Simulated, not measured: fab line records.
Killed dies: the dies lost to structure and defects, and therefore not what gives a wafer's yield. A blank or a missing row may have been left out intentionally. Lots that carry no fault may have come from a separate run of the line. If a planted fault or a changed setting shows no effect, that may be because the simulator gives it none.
Check of tool commonality / flow berkeley_cmos170 / 15 lots and 45 wafers in the sample

== REASON IT WAS OPENED ==
On 3 of the 15 lots, a flag is raised at UCB170_NLDD_CD_MEAS_06 on the reading cd_nm. No-fault wafers: 1200.5 nm, standard deviation 1.3.
Rule: a lot gets a flag if all its wafers with a number sit over 4 standard deviations from that mean, or if no wafer of it has a number. All remaining lots are regarded as sound.

lot=L955; measured=day 7 05:41; on=cd_sem-01; cd_nm (nm), wafer by wafer=1200.5 1201.2 1200.7; flag=
lot=L958; measured=day 7 14:05; on=cd_sem-02; cd_nm (nm), wafer by wafer=1197.2 1197.9 1198.6; flag=
lot=L956; measured=day 7 14:58; on=cd_sem-01; cd_nm (nm), wafer by wafer=1200.1 1198.8 1198.2; flag=
lot=L957; measured=day 7 15:15; on=cd_sem-02; cd_nm (nm), wafer by wafer=1201.4 1200.0 1200.6; flag=
lot=L959; measured=day 8 11:59; on=cd_sem-02; cd_nm (nm), wafer by wafer=1199.0 1198.8 1199.4; flag=
lot=L963; measured=day 8 21:55; on=cd_sem-02; cd_nm (nm), wafer by wafer=1201.8 1199.5 1201.4; flag=
lot=L962; measured=day 8 22:29; on=cd_sem-01; cd_nm (nm), wafer by wafer=1141.6 1140.8 1141.6; flag=FLAGGED
lot=L964; measured=day 9 22:34; on=cd_sem-02; cd_nm (nm), wafer by wafer=1140.9 1141.0 1143.3; flag=FLAGGED
lot=L965; measured=day 9 22:48; on=cd_sem-01; cd_nm (nm), wafer by wafer=1199.2 1200.3 1200.4; flag=
lot=L969; measured=day 10 07:41; on=cd_sem-01; cd_nm (nm), wafer by wafer=1200.0 1201.6 1202.0; flag=
lot=L966; measured=day 10 08:11; on=cd_sem-01; cd_nm (nm), wafer by wafer=1147.4 1148.4 1147.9; flag=FLAGGED
lot=L973; measured=day 11 02:13; on=cd_sem-01; cd_nm (nm), wafer by wafer=1200.9 1200.0 1200.5; flag=
lot=L974; measured=day 11 13:50; on=cd_sem-01; cd_nm (nm), wafer by wafer=1201.5 1200.2 1200.6; flag=
lot=L975; measured=day 11 14:09; on=cd_sem-01; cd_nm (nm), wafer by wafer=1200.7 1200.5 1201.9; flag=
lot=L971; measured=day 11 14:36; on=cd_sem-01; cd_nm (nm), wafer by wafer=1204.0 1202.8 1202.2; flag=
On average the flagged lots' numbers are 1143.7 nm, which is -56.8 nm against the usual, or -44 standard deviations.

== WHICH TOOL EACH LOT WENT THROUGH ==
The record keeps 1 process step preceding the reading, out of 331 steps on the route. Read each cell as the tool, then ch plus the chambers that the sampled wafers visited, then the start.
lot=L955; flag=; UCB170_NLDD_PEB_04=litho_track-04 ch 0, day 7 05:25
lot=L958; flag=; UCB170_NLDD_PEB_04=litho_track-01 ch 0, day 7 13:49
lot=L956; flag=; UCB170_NLDD_PEB_04=litho_track-04 ch 0, day 7 14:41
lot=L957; flag=; UCB170_NLDD_PEB_04=litho_track-04 ch 0, day 7 14:59
lot=L959; flag=; UCB170_NLDD_PEB_04=litho_track-03 ch 0, day 8 11:43
lot=L963; flag=; UCB170_NLDD_PEB_04=litho_track-03 ch 0, day 8 21:38
lot=L962; flag=FLAGGED; UCB170_NLDD_PEB_04=litho_track-03 ch 0, day 8 22:13
lot=L964; flag=FLAGGED; UCB170_NLDD_PEB_04=litho_track-03 ch 0, day 9 22:17
lot=L965; flag=; UCB170_NLDD_PEB_04=litho_track-01 ch 0, day 9 22:32
lot=L969; flag=; UCB170_NLDD_PEB_04=litho_track-01 ch 0, day 10 07:24
lot=L966; flag=FLAGGED; UCB170_NLDD_PEB_04=litho_track-03 ch 0, day 10 07:55
lot=L973; flag=; UCB170_NLDD_PEB_04=litho_track-01 ch 0, day 11 01:57
lot=L974; flag=; UCB170_NLDD_PEB_04=litho_track-04 ch 0, day 11 13:34
lot=L975; flag=; UCB170_NLDD_PEB_04=litho_track-04 ch 0, day 11 13:53
lot=L971; flag=; UCB170_NLDD_PEB_04=litho_track-01 ch 0, day 11 14:20
What the steps here do:
- UCB170_NLDD_PEB_04
- UCB170_NLDD_CD_MEAS_06: target cd 1200 nm.

== FLAGGED OVER TOTAL, TOOL BY TOOL (the gauges that took the reading come last) ==
step=UCB170_NLDD_PEB_04; tool=litho_track-01; lots run=5; flagged=0; share of the flagged lots=none; sound lots run after its first flagged lot=-
step=UCB170_NLDD_PEB_04; tool=litho_track-03; lots run=5; flagged=3; share of the flagged lots=all; sound lots run after its first flagged lot=0
step=UCB170_NLDD_PEB_04; tool=litho_track-04; lots run=5; flagged=0; share of the flagged lots=none; sound lots run after its first flagged lot=-
step=UCB170_NLDD_CD_MEAS_06; tool=cd_sem-01; lots run=10; flagged=2; share of the flagged lots=some; sound lots run after its first flagged lot=6 (L965,L969,L973,L974,L975,L971)
step=UCB170_NLDD_CD_MEAS_06; tool=cd_sem-02; lots run=5; flagged=1; share of the flagged lots=some; sound lots run after its first flagged lot=0

== WHAT IS ALLOWED BY THE TABLE ==
All flagged lots share 1 row of the table, namely litho_track-03 at UCB170_NLDD_PEB_04.
- litho_track-03 at UCB170_NLDD_PEB_04 ran 5 lots, 3 of them flagged. Its last sound lot is L963 (day 8 21:38), its first flagged lot L962 (day 8 22:13): a fault that began between those two fits. Its own readings (heater_power_total_W) fall more than 4 standard deviations out on all wafers of the flagged lots.
Just one tool remains: litho_track-03 at UCB170_NLDD_PEB_04.

== WHAT THE SIMULATOR HAD PUT IN ==
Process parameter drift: litho_track-03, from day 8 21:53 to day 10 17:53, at UCB170_NLDD_PEB_04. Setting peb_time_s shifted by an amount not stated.
Shown lots that were struck: L962, L964, L966. This agrees with what the rule above found.
